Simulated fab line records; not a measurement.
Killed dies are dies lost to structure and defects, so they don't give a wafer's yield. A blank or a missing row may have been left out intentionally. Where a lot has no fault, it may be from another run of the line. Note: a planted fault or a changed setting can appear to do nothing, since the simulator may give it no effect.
A struck lot beside a sound one / flow ritCmos / 39 out of 202 route steps
Sound: wafers L573.3, L573.4, L573.6. Wafers L580.4, L580.5, L580.6 were the ones struck. Last of all comes the cause.
Each step with rows lists, per side, the tool, then ch with its chambers, then its first start. Under that, the readings that differ: sound wafers / struck wafers / difference of the means / sigmas: that difference in standard deviations of wafers without a fault.
alike: readings whose means differ by less than 2 such deviations, and words and numbers that are the same on both sides. not compared: withheld readings, readings that some wafer has no value for, bounds like >300 that may hide the same value, and numbers for which the record gives no deviation and whose values overlap.
The two part at a step that has a row with sigmas, a row that says differs or no value, or rows on one side only. When numbers do not overlap yet have no deviation, they are printed without sigmas and do not part them. A reading that every wafer of one side lacks parts them only if that side has two wafers or more.

first, 3 steps without rows for these wafers: RIT_GATE_EXPOSE_13 (exposes mask M6, target cd 150 nm); RIT_GATE_PEB_14; RIT_GATE_DEVELOP_15 (develop time 50 s).
RIT_GATE_CD_MEAS_16: the cd target is 150 nm.
  sound on cdSem-02 at day 2 21:21; struck on cdSem-02 at day 4 11:29
  alike: cdNm
RIT_GATE_OVL_MEAS_17:
  sound on overlay-01 at day 2 21:27; struck on overlay-01 at day 4 11:34
  alike: GATE_OVL
then, 1 step without rows for these wafers: RIT_GATE_HARDBAKE_18 (time 60 s).
RIT_GATE_ETCH_19: etches poly-Si in SF6/CHF3/O2, stops on SiO2, time 165 s, target depth 312.5 nm.
  sound on rieSi-02 ch 0,1,2, day 2 21:37; struck on rieSi-01 ch 1,2,3, day 4 11:53
  alike: chamberPressureMTorr, drypumpMotorCurrentA, oesProductAu, throttleValvePct
  not compared: rfHoursCounterH
RIT_GATE_STRIP_20: strips in O2, time 180 s.
  sound on plasmaAsher-01 ch 0,1, day 2 21:47; struck on plasmaAsher-03 ch 0,1, day 4 12:03
  alike: chamberPressureMTorr, drypumpMotorCurrentA
  not compared: rfHoursCounterH
RIT_GATE_CD_MEAS_90: the cd target is 150 nm.
  sound on cdSem-02 at day 2 21:56; struck on cdSem-02 at day 4 12:13
  alike: cdNm
then, 3 steps without rows for these wafers: RIT_REOX_CLEAN_00 (cleans in SC1, time 600 s); RIT_REOX_CLEAN_01 (cleans in dHF, time 30 s); RIT_REOX_CLEAN_02 (cleans in SC2, time 600 s).
RIT_REOX_OXIDATION_03: target thk 25.2 nm, ox time 5580 s.
  sound on furnace-03 ch 0, day 2 23:37; struck on furnace-04 ch 0, day 4 12:39
reading=spikeTcCentreC (C); sound=904.3 902.6 903.3; struck=914.2 915.4 914.0; difference=+11.1; sigmas=+7
reading=model.SiO2_of_REOX_OXIDATION_03.thkNm (nm); sound=24.01 24.04 24.08; struck=25.48 26.03 26.46; difference=+1.95; sigmas=
  alike: zonePowerLoadPct
RIT_REOX_THK_MEAS_04:
  sound on filmMetro-01 at day 3 02:11; struck on filmMetro-01 at day 4 15:14
reading=REOX_OXIDE_THK (nm); sound=24.0 24.0 24.1; struck=25.4 26.0 26.4; difference=+1.9; sigmas=+4
then, 6 steps without rows for these wafers: RIT_NLDD_HMDS_00 (prime time 60 s); RIT_NLDD_COAT_01 (resist thk 1000 nm); RIT_NLDD_SOFTBAKE_02 (time 60 s); RIT_NLDD_EXPOSE_03 (exposes mask M7, target cd 40700 nm); RIT_NLDD_PEB_04; RIT_NLDD_DEVELOP_05 (develop time 50 s).
RIT_NLDD_OVL_MEAS_06:
  sound on overlay-01 at day 3 03:06; struck on overlay-01 at day 4 16:15
  alike: NLDD_OVL
then, 2 steps without rows for these wafers: RIT_NLDD_HARDBAKE_07 (time 60 s); RIT_NLDD_IMPLANT_08.
RIT_NLDD_STRIP_09: strips in O2, time 180 s.
  sound on plasmaAsher-04 ch 0,1, day 3 03:29; struck on plasmaAsher-04 ch 0,1, day 4 16:38
  alike: chamberPressureMTorr, drypumpMotorCurrentA
  not compared: rfHoursCounterH
RIT_NLDD_TW_MEAS_10:
  sound on filmMetro-04 at day 3 03:37; struck on filmMetro-03 at day 4 16:47
  alike: NLDD_TW
then, 6 steps without rows for these wafers: RIT_PLDD_HMDS_00 (prime time 60 s); RIT_PLDD_COAT_01 (resist thk 1000 nm); RIT_PLDD_SOFTBAKE_02 (time 60 s); RIT_PLDD_EXPOSE_03 (exposes mask M8, target cd 40900 nm); RIT_PLDD_PEB_04; RIT_PLDD_DEVELOP_05 (develop time 50 s).
RIT_PLDD_OVL_MEAS_06:
  sound on overlay-01 at day 3 04:31; struck on overlay-01 at day 4 17:40
  alike: PLDD_OVL
then, 2 steps without rows for these wafers: RIT_PLDD_HARDBAKE_07 (time 60 s); RIT_PLDD_IMPLANT_08.
RIT_PLDD_STRIP_09: strips in O2, time 180 s.
  sound on plasmaAsher-01 ch 0,1, day 3 04:54; struck on plasmaAsher-01 ch 0,1, day 4 18:03
  alike: chamberPressureMTorr, drypumpMotorCurrentA
  not compared: rfHoursCounterH
RIT_PLDD_TW_MEAS_10:
  sound on filmMetro-02 at day 3 05:02; struck on filmMetro-03 at day 4 18:12
  alike: PLDD_TW
RIT_SPACER_CLEAN_00: cleans in SC1, time 600 s.
  sound on wetBench-04 ch 1, day 3 05:05; struck on wetBench-04 ch 1, day 4 18:14
reading=model.SiO2_of_REOX_OXIDATION_03.thkNm (nm); sound=22.16 22.19 22.22; struck=23.51 24.01 24.41; difference=+1.79; sigmas=
then, 1 step without rows for these wafers: RIT_SPACER_CLEAN_01 (cleans in dHF, time 30 s).
RIT_M1_PROBE_99:
  sound on prober-02 at day 3 18:41; struck on prober-01 at day 5 08:49
reading=model.etest.pmosTurned.rOnOhmUm; sound=3210 3239 3268; struck=3473 3614 3688; difference=+353; sigmas=
reading=model.etest.pldd.rsOhmSq; sound=458.9 460.8 463.1; struck=493.9 521.7 549; difference=+60.6; sigmas=
reading=model.etest.nmosTurned.driveUaUm; sound=350.4 346.5 346.5; struck=301 281.4 275.9; difference=-62; sigmas=
reading=model.etest.nldd.rsOhmSq; sound=363.9 363.9 367.2; struck=384.8 402.5 412.8; difference=+35.0; sigmas=
reading=model.etest.pldd.lineOhmUm; sound=145.3 143.4 144.3; struck=156.9 165.6 170.7; difference=+20.1; sigmas=
reading=model.etest.pmosTurned.driveUaUm; sound=206.2 203.9 201.6; struck=187.7 175.5 171.4; difference=-25.7; sigmas=
reading=model.etest.nldd.lineOhmUm; sound=115.1 114 112.6; struck=124.3 126.8 128.3; difference=+12.6; sigmas=
reading=model.etest.pmosTurned.overlapFfUm; sound=0.3678 0.3665 0.3668; struck=0.3547 0.3396 0.3362; difference=-0.0235; sigmas=
  alike: killed_at_M0_to_M3, killedAtFrontEnd, killedDies, killedOpen, killedShort

WHERE THEY PART
Earliest at RIT_REOX_OXIDATION_03; latest, in this record, at RIT_REOX_THK_MEAS_04. Later steps at which nothing parts them and some readings are alike: RIT_NLDD_OVL_MEAS_06, RIT_NLDD_STRIP_09, RIT_NLDD_TW_MEAS_10, RIT_PLDD_OVL_MEAS_06, RIT_PLDD_STRIP_09, RIT_PLDD_TW_MEAS_10, RIT_M1_PROBE_99.

WHY: what had been put in by the simulator
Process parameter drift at RIT_REOX_OXIDATION_03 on furnace-04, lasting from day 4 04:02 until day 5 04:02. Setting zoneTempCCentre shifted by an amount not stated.
